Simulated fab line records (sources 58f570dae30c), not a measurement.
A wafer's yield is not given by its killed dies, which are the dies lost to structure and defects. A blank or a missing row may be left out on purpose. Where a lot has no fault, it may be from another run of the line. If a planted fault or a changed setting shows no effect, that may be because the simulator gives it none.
Lot-split experiment	flow berkeley-cmos170	5 lots, 23 wafers read, on a route of 331 steps

THE SPLIT ITSELF
At UCB170_M1_METAL_ETCH_12 (etches Al in Cl2/BCl3, stops on PSG, target depth 780 nm, time 130 s), the setting icp-w was moved away from the recipe's 600 W on 10 of the 23 wafers read, by -6.9% to +7.2%. The other wafers ran this setting at the recipe's value.

Reading taken at the split's own step.

THE READING
KrF_of_M1_COAT_04.thk-nm (the simulator's own value, which no gauge read), in nm, at UCB170_M1_METAL_ETCH_12 (etches Al in Cl2/BCl3, stops on PSG, target depth 780 nm, time 130 s). There is no usual value for it anywhere in the file. Across the 13 wafers here that went through the recipe, the average is 444.9 nm and the standard deviation 4.3 nm.

wafer	tool, chamber at the split	icp-w as run, W	against the recipe	KrF_of_M1_COAT_04.thk-nm, nm	against lot-mates on the recipe
L074.1	rie-metal-01, 0	572.2	-4.6%	461.3	+16.2
L074.2	rie-metal-01, 0	600	recipe	444	-
L074.4	rie-metal-01, 0	572.2	-4.6%	462.4	+17.2
L074.5	rie-metal-01, 0	600	recipe	446.3	-
L074.6	rie-metal-01, 0	572.2	-4.6%	459.6	+14.5
L076.1	rie-metal-01, 0	631.3	+5.2%	423.1	-24.4
L076.2	rie-metal-01, 0	631.3	+5.2%	427	-20.5
L076.3	rie-metal-01, 0	600	recipe	447.6	-
L076.4	rie-metal-01, 0	600	recipe	447.3	-
L076.5	rie-metal-01, 0	631.3	+5.2%	425	-22.5
L079.1	rie-metal-04, 1	600	recipe	440.6	-
L079.3	rie-metal-04, 1	643.2	+7.2%	410.7	-30.8
L079.4	rie-metal-04, 0	600	recipe	447.1	-
L079.5	rie-metal-04, 0	643.2	+7.2%	422	-19.5
L079.6	rie-metal-04, 1	600	recipe	436.7	-
L083.1	rie-metal-01, 0	558.7	-6.9%	470	+25.0
L083.3	rie-metal-01, 0	600	recipe	448.2	-
L083.4	rie-metal-01, 1	558.7	-6.9%	472.3	+27.3
L083.5	rie-metal-01, 1	600	recipe	442.2	-
L083.6	rie-metal-01, 0	600	recipe	444.7	-
L081.1	rie-metal-02, 1	600	recipe	438	-
L081.4	rie-metal-02, 0	600	recipe	449	-
L081.6	rie-metal-02, 0	600	recipe	452.3	-

FIT RESULTS
A straight line over all 23 wafers: KrF_of_M1_COAT_04.thk-nm changes by -3.8 nm for each +1% of icp-w; r = -0.97; the points scatter about the line by 4 nm.
The same after taking each lot's own level away (the mean of its wafers on the recipe; 23 wafers): -3.75 nm for each +1%; r = -0.97; scatter 3.8 nm.
Per that fit: largest icp-w move, reading shift of 27 nm.
Across the lots, their own levels run from 441.47 to 447.45 nm, a range of 1.4 times the standard deviation given above.
Hence the lot-to-lot level has little effect on the slope; both slopes agree.
Check: with one of the wafers moved furthest among these (+7.2%) left out of the fit, the line predicts -26.6 nm for it against its lot-mates. It came out at -30.8 nm against them.

THESE WAFERS: OTHER SPLITS
Before the reading, these wafers also passed through other splits. Each is held against what the fit with the lots' levels taken away leaves over:
other split on the same wafers	wafers away from the commonest value	r with KrF_of_M1_COAT_04.thk-nm (lot level and that fit taken away)
UCB170_PVT_EXPOSE_03 dose-mj	7	-0.08
UCB170_GATE_OXIDATION_01 ox-time-s	18	+0.06
UCB170_PSD_PEB_04 peb-temp-c	8	-0.04
UCB170_NSD_EXPOSE_03 dose-mj	4	+0.11
UCB170_NSD_IMPLANT_08 energy-kev	6	-0.10
UCB170_CONTACT_COAT_04 spin-rpm	10	-0.10

FILE'S OWN FIT
KrF_of_M1_COAT_04.thk-nm changes by -3.73 nm for each +1% of icp-w, r = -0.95.
